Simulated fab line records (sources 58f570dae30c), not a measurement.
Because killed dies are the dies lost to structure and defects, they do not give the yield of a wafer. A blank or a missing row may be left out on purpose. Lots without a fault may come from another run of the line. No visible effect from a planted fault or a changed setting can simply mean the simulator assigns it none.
Chamber matching + flow berkeley-cmos170 + UCB170_V2_CMP_02 on cmp-02 has 4 sister chambers
The step polishes SiO2. 8 wafers are shown with their chamber, then 8 later ones without.

WAFERS WITH THEIR CHAMBER
| wafer  | chamber | motor-current-A (A) |
|--------|---------|---------------------|
| L173.2 | 1       | 14.6                |
| L179.6 | 3       | 16.5                |
| L181.4 | 1       | 14.1                |
| L181.5 | 0       | 16.5                |
| L182.2 | 0       | 16.3                |
| L182.4 | 2       | 18.3                |
| L182.6 | 3       | 16.9                |
| L195.1 | 2       | 16.8                |

WAFERS WITH NO CHAMBER GIVEN
| wafer  | motor-current-A (A) |
|--------|---------------------|
| L195.3 | 15.7                |
| L195.5 | 16.2                |
| L193.1 | 14.5                |
| L193.3 | 17.6                |
| L193.5 | 16.0                |
| L194.2 | 17.4                |
| L194.4 | 15.1                |
| L194.5 | 18.0                |

WHICH CHAMBER EACH ONE RAN IN
| wafer  | from the rows above               | in truth |
|--------|-----------------------------------|----------|
| L195.3 | can't be placed: 0 or 3 or 1 or 2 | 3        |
| L195.5 | can't be placed: 0 or 3 or 2      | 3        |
| L193.1 | 1                                 | 1        |
| L193.3 | can't be placed: 2 or 3 or 0      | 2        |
| L193.5 | can't be placed: 0 or 3 or 2      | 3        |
| L194.2 | can't be placed: 2 or 3 or 0      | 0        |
| L194.4 | can't be placed: 1 or 0 or 3      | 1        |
| L194.5 | can't be placed: 2 or 3 or 0      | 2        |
Placed correctly: 1 of 8. Can't be placed from these rows: 7 (the true chamber is among the candidates in 7). 0 placed wrongly.
How it was worked out, from the rows above alone: a wafer's distance from a chamber is the root of the sum, over the readings, of the square of ((its reading less the chamber's mean) divided by the reading's scatter). The wafer belongs to the nearest chamber; if the next one is less than 2 further off, it can't be placed. A chamber's mean is the mean of its shown wafers. The scatter is the square root of a quotient: the sum, over the shown wafers, of each reading's squared deviation from its chamber's mean, divided by wafers minus chambers.
